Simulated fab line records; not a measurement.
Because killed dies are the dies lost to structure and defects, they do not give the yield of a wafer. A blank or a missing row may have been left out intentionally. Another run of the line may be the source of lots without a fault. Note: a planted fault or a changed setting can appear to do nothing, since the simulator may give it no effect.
The tool behind it: which one?    flow berkeley-cmos170    21 wafers from 7 lots sampled at 2 of the route's 331 steps

WHAT EACH GAUGE READ, for each wafer
UCB170_GATE_THK_MEAS_05.
lot   measured      on             GATE_POLY_THK (nm)
L324  day 6 14:25   film-metro-04  217.2 215.8 214.5
L326  day 7 03:43   film-metro-04  216.1 215.5 215.4
L328  day 7 03:40   film-metro-04  216.0 216.9 217.0
L334  day 8 16:22   film-metro-03  216.3 215.2 215.6
L336  day 8 16:19   film-metro-04  215.9 213.1 213.4
L340  day 9 10:20   film-metro-02  210.9 211.6 213.8
L345  day 10 13:13  film-metro-03  221.4 221.8 220.8

WHAT TOOL EACH LOT RAN ON (gives the tool, then ch and the chambers of the sampled wafers, and finally the start)
lot   UCB170_GATE_CVD_04
L324  lpcvd-02 ch 1, day 6 13:00
L326  lpcvd-02 ch 0, day 7 02:16
L328  lpcvd-02 ch 0, day 7 02:16
L334  lpcvd-02 ch 0, day 8 14:11
L336  lpcvd-02 ch 0, day 8 14:11
L340  lpcvd-02 ch 1, day 9 08:56
L345  lpcvd-02 ch 0, day 10 11:49
- UCB170_GATE_CVD_04: deposits poly-Si from SiH4, time 1440 s, target thk 214 nm.

THE ANSWER, worked out from the rows above alone
Rule: what is usual is taken from the lots themselves. The widest of any qualifying gaps counts: lots, ordered by their means at a reading, are off when they make up no more than a third of the lots, leave a main group of 4 or more, and stand apart from it by 3 or more times the standard deviation of that group's means. The tables above print the reading to a certain number of digits; a main group whose means all agree to those digits is not used. A lot without any number at a reading at which 4 lots or more have one is off too. Where the step has rows for the other lots, those lots are counted as sound.
Off: L345, seen at UCB170_GATE_THK_MEAS_05 (GATE_POLY_THK). Mean 215.0 nm and standard deviation 1.5 in the main group.
If a tool, at a process step before that reading, ran all the lots that are off and no sound lot after the first of them, it fits. Those tools and the gauges at UCB170_GATE_THK_MEAS_05 are tried in the same way. Can't be told from this: 2 tools fit, lpcvd-02 at UCB170_GATE_CVD_04, film-metro-03 at UCB170_GATE_THK_MEAS_05.

WHAT THE SIMULATOR HAD INSERTED
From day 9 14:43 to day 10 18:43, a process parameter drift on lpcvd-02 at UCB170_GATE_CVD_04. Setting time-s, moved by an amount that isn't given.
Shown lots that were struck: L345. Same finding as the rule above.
